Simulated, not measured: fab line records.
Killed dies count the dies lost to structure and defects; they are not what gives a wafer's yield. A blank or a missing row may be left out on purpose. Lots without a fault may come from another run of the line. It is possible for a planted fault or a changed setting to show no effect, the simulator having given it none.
Tool commonality check -- flow rit_cmos -- Sample size 14 lots and 42 wafers

## WHAT PROMPTED THE OPENING
Of 14 lots, 2 have the reading PLDD_TW flagged at RIT_PLDD_TW_MEAS_10. Wafers without a fault read 2356, standard deviation 20.
Rule: a lot is flagged when every wafer of it that has a number lies more than 4 standard deviations from that mean, or none has a number. The rest of the lots are taken to be sound.

lot,measured,on,"PLDD_TW, wafer by wafer",flag
L503,day 3 02:28,film_metro-02,2391 2380 2382,
L504,day 3 10:44,film_metro-03,2373 2389 2388,
L505,day 3 11:05,film_metro-01,2332 2337 2337,
L506,day 3 20:37,film_metro-02,2380 2383 2380,
L507,day 4 04:22,film_metro-03,2401 2396 2399,
L508,day 4 07:01,film_metro-01,2337 2337 2345,
L510,day 4 21:36,film_metro-02,2338 2346 2358,
L512,day 5 04:15,film_metro-02,2351 2346 2352,
L513,day 5 07:25,film_metro-03,2368 2367 2383,
L514,day 5 13:38,film_metro-02,2350 2352 2353,
L515,day 5 13:53,film_metro-01,2339 2332 2324,
L522,day 7 10:56,film_metro-01,2331 2328 2329,
L523,day 7 11:24,film_metro-01,2490 2509 2519,FLAGGED
L524,day 7 21:44,film_metro-03,2546 2556 2549,FLAGGED
The numbers of the flagged lots are 2528 on average: +172 against the usual, or +9 standard deviations.

## EACH LOT AND THE TOOL IT RAN ON
The record holds 2 process steps before the reading, out of a route of 202 steps. In each cell: the tool, then ch and the chambers that the sampled wafers went through, then the start.
lot,flag,RIT_GATE_STRIP_20,RIT_PLDD_IMPLANT_08
L503,,"plasma_asher-03 ch 0,1, day 2 18:37","implanter-04 ch 0, day 3 02:09"
L504,,"plasma_asher-02 ch 0,1, day 3 01:52","implanter-03 ch 0, day 3 10:25"
L505,,"plasma_asher-02 ch 0,1, day 3 03:31","implanter-01 ch 0, day 3 10:47"
L506,,"plasma_asher-02 ch 0,1, day 3 10:58","implanter-04 ch 0, day 3 20:19"
L507,,"plasma_asher-03 ch 0,1, day 3 21:56","implanter-03 ch 0, day 4 04:04"
L508,,"plasma_asher-02 ch 0,1, day 3 23:53","implanter-03 ch 0, day 4 06:41"
L510,,"plasma_asher-04 ch 0,1, day 4 12:43","implanter-04 ch 0, day 4 21:16"
L512,,"plasma_asher-03 ch 0,1, day 4 20:55","implanter-03 ch 0, day 5 03:56"
L513,,"plasma_asher-02 ch 0,1, day 5 01:22","implanter-03 ch 0, day 5 07:07"
L514,,"plasma_asher-03 ch 1, day 5 03:55","implanter-04 ch 0, day 5 13:19"
L515,,"plasma_asher-04 ch 0,1, day 5 06:23","implanter-03 ch 0, day 5 13:35"
L522,,"plasma_asher-04 ch 0,1, day 7 02:05","implanter-01 ch 0, day 7 10:37"
L523,FLAGGED,"plasma_asher-02 ch 0,1, day 7 04:31","implanter-03 ch 0, day 7 11:04"
L524,FLAGGED,"plasma_asher-04 ch 0,1, day 7 14:04","implanter-03 ch 0, day 7 21:28"
What is done by these steps:
- RIT_GATE_STRIP_20: strips in O2, time 180 s.
- RIT_PLDD_IMPLANT_08
- RIT_PLDD_TW_MEAS_10

## FLAGGED AGAINST TOTAL, ONE TOOL AT A TIME (gauges that did the reading follow at the end)
step,tool,lots run,flagged,share of the flagged lots,sound lots run after its first flagged lot
RIT_GATE_STRIP_20,plasma_asher-02,6,1,some,0
RIT_GATE_STRIP_20,plasma_asher-03,4,0,none,-
RIT_GATE_STRIP_20,plasma_asher-04,4,1,some,0
RIT_PLDD_IMPLANT_08,implanter-01,2,0,none,-
RIT_PLDD_IMPLANT_08,implanter-03,8,2,all,0
RIT_PLDD_IMPLANT_08,implanter-04,4,0,none,-
RIT_PLDD_TW_MEAS_10,film_metro-01,5,1,some,0
RIT_PLDD_TW_MEAS_10,film_metro-02,5,0,none,-
RIT_PLDD_TW_MEAS_10,film_metro-03,4,1,some,0

## THE TABLE: WHAT IT ALLOWS
1 row of the table ran every flagged lot: implanter-03 at RIT_PLDD_IMPLANT_08.
- implanter-03 at RIT_PLDD_IMPLANT_08 ran 8 lots, 2 of them flagged. A fault beginning between L515 (day 5 13:35), its last sound lot, and L523 (day 7 11:04), its first flagged one, fits the data. Its own readings lie more than 4 standard deviations out on every wafer of the flagged lots: beam_energy_keV.
Left over: one tool, implanter-03 at RIT_PLDD_IMPLANT_08.

## WHAT HAD BEEN PUT IN BY THE SIMULATOR
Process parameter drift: implanter-03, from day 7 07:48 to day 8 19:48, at RIT_PLDD_IMPLANT_08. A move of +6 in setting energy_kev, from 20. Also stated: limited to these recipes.
Struck lots among those shown: L523, L524. Same finding as the rule above.
